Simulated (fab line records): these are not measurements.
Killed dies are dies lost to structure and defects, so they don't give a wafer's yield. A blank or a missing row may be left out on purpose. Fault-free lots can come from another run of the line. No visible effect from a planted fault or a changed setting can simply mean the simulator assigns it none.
fab line records    flow ritCmos
[record] lots = 7  wafers = 15  lastDay = 7
route steps=202 shown CONTACT@172 M1@184
lots with no fault: from the same line, run without faults
startH: hours from the record's first day to the start of the lot's first wafer shown    waitH: time in hours since the lot's previous step    " unchanged from the row above    L1.1+2: a row that stands for several wafers    - either no value or no given start    * or withheld: withheld    < > ~ a bound
route shown NAME@n: names a module that has steps shown in the file, with the first one's number in the route    usual: mean and standard deviation over wafers with no fault    same: alike in all rows    chamber/n: place in a boat    sites: the reading at each site    _std_site: standard deviation across them    _edge_site: the outer-site mean with the inner-site mean subtracted    radiusMm: for every site, how far away it sits from the centre of the wafer    mask NAME#n: copy n    behind: the last tool/chamber to shape the wafer    hold: why the lot was held/for how many hours/how that ended    device: names the non-switching transistor (n, p or np)    end of line: tests of these same wafers at the route's end    step lacking rows: just its recipe    killed: dies that structure and defects cost at the first sort, which is not the same as the wafer's yield    map: dies across one wafer; x = killed, . = not, _ = none there
set.NAME: setting as actually run; set.NAME@STEP: the setting as run at that earlier step    model.NAME: the simulator's own value behind a step, which no gauge read
lots seen at some steps along the route; tables by step, rows by wafer
services: a tool's chamber out of use, with start hour (startH, from the record's first day; less than 0 if before it), hours out, and reason
[[steps]]
[step RIT_CONTACT_SOFTBAKE_04]
[recipe] resist = NOVOLAK  tempC = 90  timeS = 60
[step RIT_CONTACT_EXPOSE_05]
[recipe] maskId = M11  na = 0.6  sourceShape = conventional  sigmaOuter = 0.5  targetCdNm = 1000  doseMj = 250
[step RIT_CONTACT_PEB_06]
[recipe] resist = NOVOLAK  tempC = withheld  timeS = withheld
[step RIT_CONTACT_DEVELOP_07]
[recipe] resist = NOVOLAK  developTimeS = 120  devTempC = 24.23
[step RIT_CONTACT_CD_MEAS_08]
[recipe] targetCdNm = 1000
[usual] cdNm = 1000.0/2.6
lot.wafer  tool      chamber  startH  waitH  cdNm
L911.1     cdSem-02  -        61.07   -      1001.6
L911.5     "         -        "       "      1000.0
L911.6     "         -        "       "      1001.2
L914.2     cdSem-01  -        83.34   -      998.7
L914.4     "         -        "       "      1000.7
L914.6     "         -        "       "      999.1
L924.2     cdSem-01  -        127.47  -      1001.6
L924.3     "         -        "       "      1000.9
L924.4     "         -        "       "      1001.1
L925.1     cdSem-01  -        130.90  -      997.9
L927.1     cdSem-02  -        143.03  -      997.7
L928.6     cdSem-02  -        148.83  -      998.3
L930.2     cdSem-02  -        157.90  -      999.4
L930.3     "         -        "       "      999.0
L930.5     "         -        "       "      998.2
[step RIT_CONTACT_OVL_MEAS_09]
[usual] CONTACT_OVL = -1.1/1.9
lot.wafer  tool        chamber  startH  waitH  CONTACT_OVL[nm]
L911.1     overlay-02  -        61.19   0.1    -2.6
L911.5     "           -        "       "      -1.2
L911.6     "           -        "       "      -4.5
L914.2     overlay-02  -        83.45   0.1    0.2
L914.4     "           -        "       "      -0.3
L914.6     "           -        "       "      0.0
L924.2     overlay-01  -        127.58  0.1    -1.2
L924.3     "           -        "       "      -1.7
L924.4     "           -        "       "      -1.5
L925.1     overlay-02  -        131.02  0.1    3.7
L927.1     overlay-02  -        143.15  0.1    -1.3
L928.6     overlay-01  -        148.88  0.0    -2.5
L930.2     overlay-02  -        158.01  0.1    1.2
L930.3     "           -        "       "      0.9
L930.5     "           -        "       "      1.0
[step RIT_CONTACT_HARDBAKE_10]
[recipe] resist = NOVOLAK  tempC = 140  timeS = 60
[step RIT_CONTACT_ETCH_11]
[recipe] targetDepthA = 4800  overEtchFrac = 0.2  stopOn = TiSi2  chemistry = CHF3/CF4/Ar  target = SiO2  CHF3_flow_sccm = 50  cf4FlowSccm = 10  Ar_flow_sccm = 100  O2_flow_sccm = 5  pressureMtorr = 100  rfW = 200  timeS = 320
[usual] drypumpMotorCurrentA = 5.51/0.3  oesProductAu = 0.990/0.013  throttleValvePct = 8.89/0.15
lot.wafer  tool        chamber  startH  waitH  drypumpMotorCurrentA  oesProductAu  rfHoursCounterH  throttleValvePct
L911.1     rieDiel-01  1        61.37   0.1    5.59                  0.982         103              9.10
L911.5     "           0        "       "      4.88                  0.988         -                8.89
L911.6     "           3        "       "      5.48                  0.991         -                8.85
L914.2     rieDiel-01  3        83.63   0.1    5.48                  0.996         2                8.84
L914.4     "           2        "       "      5.43                  0.982         9                8.99
L914.6     "           0        "       "      4.88                  0.989         -                8.89
L924.2     rieDiel-03  2        127.85  0.1    5.88                  0.991         64               8.82
L924.3     "           3        "       "      5.38                  1.007         71               8.86
L924.4     "           0        "       "      5.70                  1.002         89               9.09
L925.1     rieDiel-04  0        131.21  0.1    5.81                  0.990         151              8.61
L927.1     rieDiel-01  1        143.34  0.1    5.58                  0.973         104              9.10
L928.6     rieDiel-03  3        149.14  0.1    5.38                  1.011         -                8.86
L930.2     rieDiel-04  1        158.19  0.1    6.04                  0.965         6                8.70
L930.3     "           3        "       "      5.35                  1.003         5                8.98
L930.5     "           1        "       "      6.05                  0.962         -                8.68
[step RIT_CONTACT_STRIP_12]
[recipe] chemistry = O2  timeS = 180  resist = NOVOLAK  platenTempC = withheld  powerW = 500  pressureMtorr = 4000  o2FlowSccm = 4000
[usual] drypumpMotorCurrentA = 5.8/0.36
lot.wafer  tool            chamber  startH  waitH  drypumpMotorCurrentA  rfHoursCounterH
L911.1     plasmaAsher-04  1        61.57   0.1    5.4                   43
L911.5     "               1        "       "      5.4                   -
L911.6     "               0        "       "      5.5                   -
L914.2     plasmaAsher-04  0        83.82   0.1    5.5                   45
L914.4     "               1        "       "      5.4                   -
L914.6     "               1        "       "      5.4                   -
L924.2     plasmaAsher-04  0        128.04  0.1    5.5                   50
L924.3     "               0        "       "      5.5                   -
L924.4     "               1        "       "      5.4                   -
L925.1     plasmaAsher-04  0        131.40  0.1    5.5                   51
L927.1     plasmaAsher-01  0        143.53  0.1    6.2                   1
L928.6     plasmaAsher-01  0        149.35  0.1    6.2                   -
L930.2     plasmaAsher-04  0        158.38  0.1    5.5                   54
L930.3     "               1        "       "      5.4                   -
L930.5     "               0        "       "      5.5                   -
[step RIT_CONTACT_CD_MEAS_90]
[recipe] targetCdNm = 1000
[usual] cdNm = 1000.0/2.6
lot.wafer  tool      chamber  startH  waitH  cdNm
L911.1     cdSem-01  -        61.74   0.1    1001.4
L911.5     "         -        "       "      999.7
L911.6     "         -        "       "      1000.7
L914.2     cdSem-01  -        84.02   0.1    998.0
L914.4     "         -        "       "      1000.3
L914.6     "         -        "       "      999.2
L924.2     cdSem-01  -        128.35  0.2    1002.1
L924.3     "         -        "       "      1000.4
L924.4     "         -        "       "      1001.0
L925.1     cdSem-01  -        131.58  0.1    997.5
L927.1     cdSem-02  -        143.71  0.1    998.5
L928.6     cdSem-02  -        149.51  0.1    998.3
L930.2     cdSem-02  -        158.57  0.1    999.6
L930.3     "         -        "       "      998.7
L930.5     "         -        "       "      998.5
[step RIT_CONTACT_CLEAN_13]
[recipe] chemistry = SC1  mix = 3:3:50  timeS = 600  tempC = 75
[step RIT_CONTACT_CLEAN_14]
[recipe] chemistry = SC2  mix = 3:3:50  timeS = 600  tempC = 75  dry = n2Spin
[step RIT_M1_SPUTTER_00]
[recipe] material = Al  targetThkNm = 400  powerW = 2000  chamberPressurePa = 0.4  gas = Ar  timeS = 500  substrateTempC = 25
[usual] throttleValvePct = 30.6/1.2
lot.wafer  tool           chamber  startH  waitH  throttleValvePct  model.Al_of_M1_SPUTTER_00.thkNm
L911.1     pvdSputter-02  -        62.21   0.0    31.4              408.1
L911.5     "              -        "       "      30.3              394.3
L911.6     "              -        "       "      31.3              404.7
L914.2     pvdSputter-01  -        84.49   0.0    31.5              409.7
L914.4     "              -        "       "      30.3              406.7
L914.6     "              -        "       "      29.7              411.9
L924.2     pvdSputter-03  -        128.80  0.0    31.3              397.5
L924.3     "              -        "       "      31.0              399.6
L924.4     "              -        "       "      29.7              397.1
L925.1     pvdSputter-02  -        132.05  0.0    32.3              318.1
L927.1     pvdSputter-02  -        144.21  0.0    32.4              318.3
L928.6     pvdSputter-02  -        150.06  0.1    32.5              320.9
L930.2     pvdSputter-01  -        159.02  0.0    31.5              404
L930.3     "              -        "       "      31.2              410.1
L930.5     "              -        "       "      31.3              411
[step RIT_M1_RS_MEAS_01]
[recipe] thkMeasGauge = four-point-probe  reads = Al_of_M1_SPUTTER_00
[usual] M1_AL_RS = 0.0732/0.0011
lot.wafer  tool          chamber  startH  waitH  M1_AL_RS[ohm/sq]
L911.1     filmMetro-03  -        62.51   0.1    0.0718
L911.5     "             -        "       "      0.0744
L911.6     "             -        "       "      0.0724
L914.2     filmMetro-01  -        84.80   0.2    0.0719
L914.4     "             -        "       "      0.0721
L914.6     "             -        "       "      0.0713
L924.2     filmMetro-02  -        129.12  0.2    0.0738
L924.3     "             -        "       "      0.0735
L924.4     "             -        "       "      0.0739
L925.1     filmMetro-01  -        132.34  0.1    0.0927
L927.1     filmMetro-03  -        144.50  0.1    0.0926
L928.6     filmMetro-01  -        150.30  0.1    0.0922
L930.2     filmMetro-01  -        159.34  0.2    0.0728
L930.3     "             -        "       "      0.0716
L930.5     "             -        "       "      0.0714
[step RIT_M1_THK_MEAS_02]
[recipe] thkMeasGauge = xrf  reads = Al_of_M1_SPUTTER_00
[usual] M1_AL_THK = 408/6.2
lot.wafer  tool          chamber  startH  waitH  M1_AL_THK[nm]
L911.1     filmMetro-03  -        62.63   0.1    412
L911.5     "             -        "       "      398
L911.6     "             -        "       "      409
L914.2     filmMetro-01  -        84.91   0.1    416
L914.4     "             -        "       "      412
L914.6     "             -        "       "      416
L924.2     filmMetro-02  -        129.23  0.1    403
L924.3     "             -        "       "      406
L924.4     "             -        "       "      405
L925.1     filmMetro-01  -        132.46  0.1    323
L927.1     filmMetro-03  -        144.62  0.1    327
L928.6     filmMetro-01  -        150.37  0.1    325
L930.2     filmMetro-01  -        159.45  0.1    413
L930.3     "             -        "       "      417
L930.5     "             -        "       "      420
[step RIT_M1_HMDS_03]
[recipe] primeTimeS = 60  primeTempC = 140
[step RIT_M1_COAT_04]
[recipe] resist = NOVOLAK  spinRpm = 2000  resistThkNm = 1300
[step RIT_M1_SOFTBAKE_05]
[recipe] resist = NOVOLAK  tempC = 90  timeS = 60
[step RIT_M1_EXPOSE_06]
[recipe] maskId = M12  na = 0.6  sourceShape = conventional  sigmaOuter = 0.5  targetCdNm = 2600  doseMj = 250
[step RIT_M1_PEB_07]
[recipe] resist = NOVOLAK  tempC = withheld  timeS = withheld
[step RIT_M1_DEVELOP_08]
[recipe] resist = NOVOLAK  developTimeS = 65.5  devTempC = 23
[step RIT_M1_CD_MEAS_09]
[recipe] targetCdNm = 2600
[usual] cdNm = 2600.2/2.2
lot.wafer  tool      chamber  startH  waitH  cdNm
L911.1     cdSem-01  -        63.57   -      2599.3
L911.5     "         -        "       "      2601.7
L911.6     "         -        "       "      2602.7
L914.2     cdSem-01  -        85.99   -      2603.5
L914.4     "         -        "       "      2606.2
L914.6     "         -        "       "      2604.7
L924.2     cdSem-01  -        130.28  -      2599.7
L924.3     "         -        "       "      2601.8
L924.4     "         -        "       "      2602.4
L925.1     cdSem-01  -        133.40  -      2599.7
L927.1     cdSem-02  -        145.59  -      2596.4
L928.6     cdSem-02  -        151.36  -      2601.3
L930.2     cdSem-02  -        160.53  -      2601.9
L930.3     "         -        "       "      2601.3
L930.5     "         -        "       "      2601.9
[step RIT_M1_OVL_MEAS_10]
[usual] M1_OVL = 0.2/1.2
lot.wafer  tool        chamber  startH  waitH  M1_OVL[nm]
L911.1     overlay-01  -        63.69   0.1    0.0
L911.5     "           -        "       "      0.7
L911.6     "           -        "       "      0.5
L914.2     overlay-01  -        86.10   0.1    -0.9
L914.4     "           -        "       "      0.2
L914.6     "           -        "       "      1.3
L924.2     overlay-01  -        130.39  0.1    -0.1
L924.3     "           -        "       "      2.3
L924.4     "           -        "       "      -0.5
L925.1     overlay-01  -        133.52  0.1    -1.9
L927.1     overlay-01  -        145.71  0.1    0.0
L928.6     overlay-02  -        151.41  0.0    1.3
L930.2     overlay-01  -        160.63  0.1    -2.1
L930.3     "           -        "       "      -0.4
L930.5     "           -        "       "      0.4
[step RIT_M1_HARDBAKE_11]
[recipe] resist = NOVOLAK  tempC = 140  timeS = 120
[step RIT_M1_METAL_ETCH_12]
[recipe] stopOn = SiO2  chemistry = Cl2/BCl3  target = Al  timeS = 165  overEtchFrac = 0.5  pressureMtorr = 100  targetDepthA = 6000  rfW = 250  Cl2_flow_sccm = 60  bcl3FlowSccm = 50
[usual] drypumpMotorCurrentA = 5.9/0.36  oesProductAu = 0.767/0.014  throttleValvePct = 8.29/0.073
lot.wafer  tool         chamber  startH  waitH  drypumpMotorCurrentA  oesProductAu  rfHoursCounterH  throttleValvePct
L911.1     rieMetal-02  1        63.97   0.2    6.2                   0.750         2.3              8.18
L911.5     "            1        "       "      6.2                   0.751         -                8.17
L911.6     "            0        "       "      5.3                   0.792         -                8.37
L914.2     rieMetal-02  0        86.38   0.2    5.3                   0.789         2.5              8.38
L914.4     "            0        "       "      5.3                   0.795         -                8.37
L914.6     "            0        "       "      5.2                   0.789         -                8.36
L924.2     rieMetal-03  0        130.67  0.2    6.2                   0.783         5.2              8.38
L924.3     "            0        "       "      6.2                   0.782         -                8.39
L924.4     "            1        "       "      6.0                   0.745         -                8.28
L925.1     rieMetal-04  1        133.81  0.2    5.5                   0.676         1.3              8.30
L927.1     rieMetal-03  0        146.00  0.2    6.2                   0.688         5.4              8.39
L928.6     rieMetal-04  1        151.78  0.1    5.5                   0.680         -                8.30
L930.2     rieMetal-03  0        160.91  0.2    6.2                   0.785         5.6              8.37
L930.3     "            0        "       "      6.2                   0.794         -                8.37
L930.5     "            0        "       "      6.2                   0.795         -                8.36
[step RIT_M1_STRIP_13]
[recipe] chemistry = nmp  resist = NOVOLAK  tempC = 80  timeS = 600  dry = n2Spin
[step RIT_M1_PROBE_99]
[usual] killed_at_M0_to_M3 = 0.0/0.083  killedAtContacts = 0.0/0.22  killedAtFrontEnd = 6.9/2.9  killedDies = 7.0/2.9  killedOpen = 3.5/2  killedShort = 3.5/2
[same] grossDies = 264  killed_at_M4_up = 0  killedAtBackSide = 0  killedAtOther = 0
lot.wafer  tool       chamber  startH  waitH  killed_at_M0_to_M3  killedAtContacts  killedAtFrontEnd  killedDies  killedOpen  killedShort  model.etest.npolySal.rsOhmSq  model.etest.pplusSal.rsOhmSq  model.etest.ppolySal.rsOhmSq  model.etest.nplusSal.rsOhmSq  model.etest.pplusSal.lineOhmUm  model.etest.nplusSal.lineOhmUm  model.etest.contactPplus.rcOhm  model.etest.contactNpoly.rcOhm
L911.1     prober-02  -        66.60   0.1    0                   0                 6                 6           3           3            4.459                         4.404                         4.426                         4.406                         1.283                           1.276                           1.412                           1.394
L911.5     prober-02  -        66.80   0.2    0                   0                 5                 5           4           1            4.47                          4.422                         4.423                         4.392                         1.273                           1.269                           1.411                           1.395
L911.6     prober-02  -        66.85   0.2    0                   0                 12                12          5           7            4.488                         4.488                         4.444                         4.482                         1.309                           1.306                           1.432                           1.452
L914.2     prober-01  -        88.77   0.1    1                   0                 5                 6           1           5            4.39                          4.366                         4.379                         4.344                         1.271                           1.266                           1.376                           1.426
L914.4     prober-01  -        88.87   0.2    0                   0                 10                10          8           2            4.288                         4.292                         4.261                         4.282                         1.258                           1.257                           1.354                           1.407
L914.6     prober-01  -        88.97   0.2    0                   0                 5                 5           2           3            4.404                         4.377                         4.365                         4.36                          1.234                           1.253                           1.395                           1.351
L924.2     prober-01  -        132.99  0.1    0                   1                 3                 4           3           1            4.386                         4.322                         4.372                         4.316                         1.245                           1.269                           1.359                           1.377
L924.3     prober-01  -        133.04  0.2    0                   1                 8                 9           4           5            4.44                          4.367                         4.392                         4.346                         1.265                           1.249                           1.397                           1.411
L924.4     prober-01  -        133.09  0.2    0                   0                 4                 4           1           3            4.311                         4.277                         4.241                         4.26                          1.24                            1.235                           1.347                           1.34
L925.1     prober-02  -        136.06  0.1    0                   0                 9                 9           5           4            15.59                         15.09                         15.09                         14.88                         4.32                            4.329                           4.325                           4.469
L927.1     prober-02  -        148.67  0.1    0                   0                 4                 4           3           1            15.18                         14.75                         14.69                         14.48                         4.282                           4.264                           4.385                           4.188
L928.6     prober-01  -        155.02  0.2    0                   0                 8                 8           2           6            4.38                          4.334                         4.315                         4.319                         1.22                            1.25                            1.365                           1.391
L930.2     prober-01  -        164.11  0.1    0                   1                 12                13          5           8            4.39                          4.342                         4.37                          4.332                         1.247                           1.271                           1.375                           1.333
L930.3     prober-01  -        164.16  0.2    0                   0                 10                10          4           6            4.387                         4.368                         4.375                         4.391                         1.242                           1.258                           1.397                           1.378
L930.5     prober-01  -        164.26  0.2    0                   1                 8                 9           6           3            4.45                          4.436                         4.425                         4.391                         1.27                            1.258                           1.434                           1.425
// killed by level:class
L911.1 GATE:geometricParticle:short=2 GATE:geometricParticle:open=2 SPACER:geometricParticle:open=1 SILICIDE:geometricParticle:short=1
L911.5 GATE:geometricParticle:open=4 GATE:geometricParticle:short=1
L911.6 GATE:geometricParticle:short=5 GATE:geometricParticle:open=3 FOX1:geometricParticle:short=1 FOX2:geometricParticle:open=1 SPACER:geometricParticle:short=1 SILICIDE:geometricParticle:open=1
L914.2 FOX2:geometricParticle:short=3 GATE:geometricParticle:open=1 REOX:geometricParticle:short=1 M1:geometricParticle:short=1
L914.4 GATE:geometricParticle:open=7 FOX1:geometricParticle:short=1 SPACER:geometricParticle:short=1 SILICIDE:geometricParticle:open=1
L914.6 GATE:geometricParticle:short=2 FOX1:geometricParticle:short=1 GATE:geometricParticle:open=1 SPACER:geometricParticle:open=1
L924.2 ACTIVE:geometricParticle:open=1 GATE:geometricParticle:open=1 GATE:geometricParticle:short=1 CONTACT:geometricParticle:open=1
L924.3 GATE:geometricParticle:short=3 SILICIDE:geometricParticle:open=2 GATE:geometricParticle:open=1 REOX:geometricParticle:open=1 SPACER:geometricParticle:short=1 CONTACT:geometricParticle:short=1
L924.4 GATE:geometricParticle:short=3 REOX:geometricParticle:open=1
L925.1 REOX:geometricParticle:short=3 GATE:geometricParticle:open=2 FOX2:geometricParticle:short=1 REOX:geometricParticle:open=1 SPACER:geometricParticle:open=1 SILICIDE:geometricParticle:open=1
L927.1 FOX1:geometricParticle:open=1 FOX2:geometricParticle:open=1 SILICIDE:geometricParticle:short=1 SILICIDE:geometricParticle:open=1
L928.6 SILICIDE:geometricParticle:short=2 FOX1:geometricParticle:short=1 FOX2:geometricParticle:open=1 GATE:geometricParticle:short=1 REOX:geometricParticle:short=1 SPACER:geometricParticle:short=1 SPACER:geometricParticle:open=1
L930.2 GATE:geometricParticle:open=5 FOX2:geometricParticle:short=2 SILICIDE:geometricParticle:short=2 FOX1:geometricParticle:short=1 GATE:geometricParticle:short=1 SPACER:geometricParticle:short=1 CONTACT:geometricParticle:short=1
L930.3 GATE:geometricParticle:short=3 REOX:geometricParticle:open=2 FOX1:geometricParticle:open=1 FOX1:geometricParticle:short=1 REOX:geometricParticle:short=1 SILICIDE:geometricParticle:short=1 SILICIDE:geometricParticle:open=1
L930.5 REOX:geometricParticle:short=2 ACTIVE:geometricParticle:open=1 FOX1:geometricParticle:short=1 FOX1:geometricParticle:open=1 FOX2:geometricParticle:open=1 GATE:geometricParticle:open=1 REOX:geometricParticle:open=1 CONTACT:geometricParticle:open=1
[[services]]
tool            chamber  startH  hours  kind
rieMetal-04     1        38.57   8.3    repair
plasmaAsher-04  -        45.41   3.7    repair
pvdSputter-03   -        51.45   4.5    repair
pvdSputter-03   -        62.24   0.7    repair
rieDiel-04      0        80.98   5.6    repair
rieDiel-03      2        82.30   8.4    repair
rieDiel-04      3        87.23   8.6    repair
plasmaAsher-01  -        89.01   4.5    repair
rieDiel-04      -        97.12   0.2    repair
pvdSputter-03   -        97.53   30.8   repair
pvdSputter-03   -        103.34  1.7    repair
rieDiel-01      1        105.21  3.9    repair
plasmaAsher-01  -        108.92  9.0    pm
plasmaAsher-01  0        108.92  9.0    ventCycle
plasmaAsher-01  1        108.92  9.0    ventCycle
plasmaAsher-01  0        117.92  -      clean
plasmaAsher-01  -        121.35  15.5   repair
rieDiel-01      0        131.11  -      clean
rieDiel-01      0        131.11  18.1   scheduledDown
rieDiel-01      0        131.11  18.1   ventCycle
rieDiel-04      2        131.38  8.2    repair
plasmaAsher-04  -        136.70  1.5    repair
rieDiel-01      -        148.14  1.6    repair
rieDiel-04      0        155.01  -      clean
[[key]]
[firstSign] step = RIT_M1_RS_MEAS_01  reading = M1_AL_RS  direction = up  sigmas = 18  usual = 0.0732  struck = 0.0925
[effect] step = RIT_M1_THK_MEAS_02  reading = M1_AL_THK  direction = down  sigmas = 13  usual = 408  struck = 325
[effect] step = RIT_M1_METAL_ETCH_12  reading = oesProductAu  direction = down  sigmas = 6.1  usual = 0.767  struck = 0.682
[modelEffect] step = RIT_M1_SPUTTER_00  value = Al_of_M1_SPUTTER_00.thkNm  without = 395.5  struck = 319.1
[modelEffect] step = RIT_M1_PROBE_99  value = etest.npolySal.rsOhmSq  without = 4.402  struck = 11.72
metAt RIT_M1_SPUTTER_00
struckWafers L925.1,L927.1,L928.6
testerLeftOut L925,L927,L928
[earlierFault] kind = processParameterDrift  tool = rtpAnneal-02  chamber = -  onsetH = 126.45  steps = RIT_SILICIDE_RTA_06  channel = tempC  offset = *  shape = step  endH = 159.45  actsIn = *  stated = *
[earlierFault] kind = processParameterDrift  tool = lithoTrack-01  chamber = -  onsetH = 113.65  steps = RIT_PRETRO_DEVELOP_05  channel = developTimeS  offset = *  shape = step  endH = 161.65  actsIn = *  stated = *
[fault] kind = processParameterDrift  tool = pvdSputter-02  chamber = -  onsetH = 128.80  steps = RIT_M1_SPUTTER_00  channel = timeS  offset = *  shape = step  stated = *  scope = struckWafersOnly
// testerLeftOut: of these lots the tester's yield and bins aren't shown, on N5 and GAA mostly nor the transistor test; their killed dies are dies lost to structure and defects alone, not to doping, threshold or leakage, so they don't give the yield
